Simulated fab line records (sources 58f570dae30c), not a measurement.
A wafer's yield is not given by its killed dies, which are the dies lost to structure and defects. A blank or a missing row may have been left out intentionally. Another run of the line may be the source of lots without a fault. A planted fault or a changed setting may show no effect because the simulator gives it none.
Split-lot experiment | flow berkeleyCmos170 | on a route of 331 steps: 5 lots, 23 wafers read

## THE SPLIT ITSELF
At UCB170_V2_CMP_02 (polishes SiO2), the setting leaveAboveRefNm was moved away from the recipe's 1000 nm on 8 of the 23 wafers read, by -6.9% to +6.8%. For the rest of the wafers, this setting stayed at what the recipe calls for.

Between the split and the reading, the file records no step.

## THE READING
At UCB170_V2_THK_MEAS_04: V2_POLISHED_THK, given in nm. Typical for fault-free wafers on this fab line: 999.5 nm, with standard deviation 1.2 nm.

wafer  | tool, chamber at the split | leaveAboveRefNm as run, nm | against the recipe | V2_POLISHED_THK, nm | against lot-mates on the recipe
L074.2 | cmp-02, 0                  | 1000                       | recipe             | 996.6               | -
L074.3 | cmp-02, 2                  | 1000                       | recipe             | 998.3               | -
L074.4 | cmp-02, 1                  | 1000                       | recipe             | 998.1               | -
L077.1 | cmp-01, 2,1                | 1000                       | recipe             | 1000.7              | -
L077.2 | cmp-01, 2,1                | 1000                       | recipe             | 1000.7              | -
L077.3 | cmp-01, 0                  | 962.7                      | -3.7%              | 964.6               | -35.8
L077.5 | cmp-01, 2                  | 1000                       | recipe             | 999.8               | -
L077.6 | cmp-01, 3                  | 962.7                      | -3.7%              | 962.2               | -38.2
L079.1 | cmp-01, 3,0                | 1068                       | +6.8%              | 1067.1              | +66.9
L079.2 | cmp-01, 2                  | 1000                       | recipe             | 1001.0              | -
L079.3 | cmp-01, 3,0                | 1068                       | +6.8%              | 1067.6              | +67.4
L079.4 | cmp-01, 1                  | 1000                       | recipe             | 999.4               | -
L079.5 | cmp-01, 3                  | 1068                       | +6.8%              | 1066.8              | +66.6
L083.1 | cmp-02, 2                  | 931                        | -6.9%              | 930.3               | -68.2
L083.2 | cmp-02, 1                  | 1000                       | recipe             | 999.1               | -
L083.4 | cmp-02, 0                  | 931                        | -6.9%              | 929.4               | -69.1
L083.5 | cmp-02, 0                  | 1000                       | recipe             | 997.9               | -
L083.6 | cmp-02, 3                  | 931                        | -6.9%              | 931.9               | -66.6
L085.1 | cmp-02, 3                  | 1000                       | recipe             | 999.7               | -
L085.2 | cmp-02, 0                  | 1000                       | recipe             | 999.9               | -
L085.3 | cmp-02, 1                  | 1000                       | recipe             | 998.6               | -
L085.4 | cmp-02, 2                  | 1000                       | recipe             | 999.5               | -
L085.5 | cmp-02, 2                  | 1000                       | recipe             | 1001.0              | -
The file does not say which wafer passed through which chamber wherever a row lists several chambers: such a row stands for several wafers.

FIT RESULTS
A straight line over all 23 wafers: V2_POLISHED_THK changes by +9.95 nm for each +1% of leaveAboveRefNm; r = +1.00; the points scatter about the line by 1.2 nm.
The same after taking each lot's own level away (the mean of its wafers on the recipe; 23 wafers): +9.85 nm for each +1%; r = +1.00; scatter 0.81 nm.
That fit puts the effect of the largest move of leaveAboveRefNm on the reading at 68 nm.
The span of the lots' own levels, 997.67 to 1000.40 nm, comes to 2.3 times the standard deviation stated above.
So the lot-to-lot level changes the slope little: the two slopes agree.
Check: with one of the wafers moved furthest among these (-6.9%) left out of the fit, the line predicts -68 nm for it against its lot-mates. It came out at -68.2 nm against them.

## THESE WAFERS: OTHER SPLITS
These wafers also went through other splits before the reading. Each is held against what the fit with the lots' levels taken away leaves over:
other split on the same wafers | wafers away from the commonest value | r with V2_POLISHED_THK (lot level and that fit taken away)
UCB170_V1_EXPOSE_09 doseMj     | 7                                    | -0.04
UCB170_M2_COAT_05 spinRpm      | 7                                    | +0.14

## THE WHOLE CHAIN: every reading that the file lists as answering this split, in the file's order
step                    | what it does                                                              | reading                                                                  | change (the file's fit)              | r (the file's)
UCB170_V2_CMP_02        | polishes SiO2                                                             | SiO2_of_V2_CVD_00.thkNm (the simulator's own value, which no gauge read) | +9.96 nm for each +1% of the setting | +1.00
UCB170_V2_THK_MEAS_04   |                                                                           | V2_POLISHED_THK                                                          | +9.86 for each +1% of the setting    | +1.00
UCB170_V2_ETCH_14       | etches SiO2 in CHF3/CF4/Ar, stops on Al, target depth 1250 nm, time 291 s | etch.depthNm (the simulator's own value, which no gauge read)            | +9.96 nm for each +1% of the setting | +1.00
UCB170_V2_ETCH_14       | etches SiO2 in CHF3/CF4/Ar, stops on Al, target depth 1250 nm, time 291 s | V2.featureDepthNm (the simulator's own value, which no gauge read)       | +9.94 nm for each +1% of the setting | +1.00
UCB170_M3_METAL_ETCH_18 | etches Al in Cl2/BCl3, stops on SiO2, target depth 1170 nm, time 195 s    | SiO2_of_V2_CVD_00.thkNm (the simulator's own value, which no gauge read) | +9.84 nm for each +1% of the setting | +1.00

## THE FILE'S OWN FIT
V2_POLISHED_THK changes by +9.86 nm for each +1% of leaveAboveRefNm, r = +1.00.
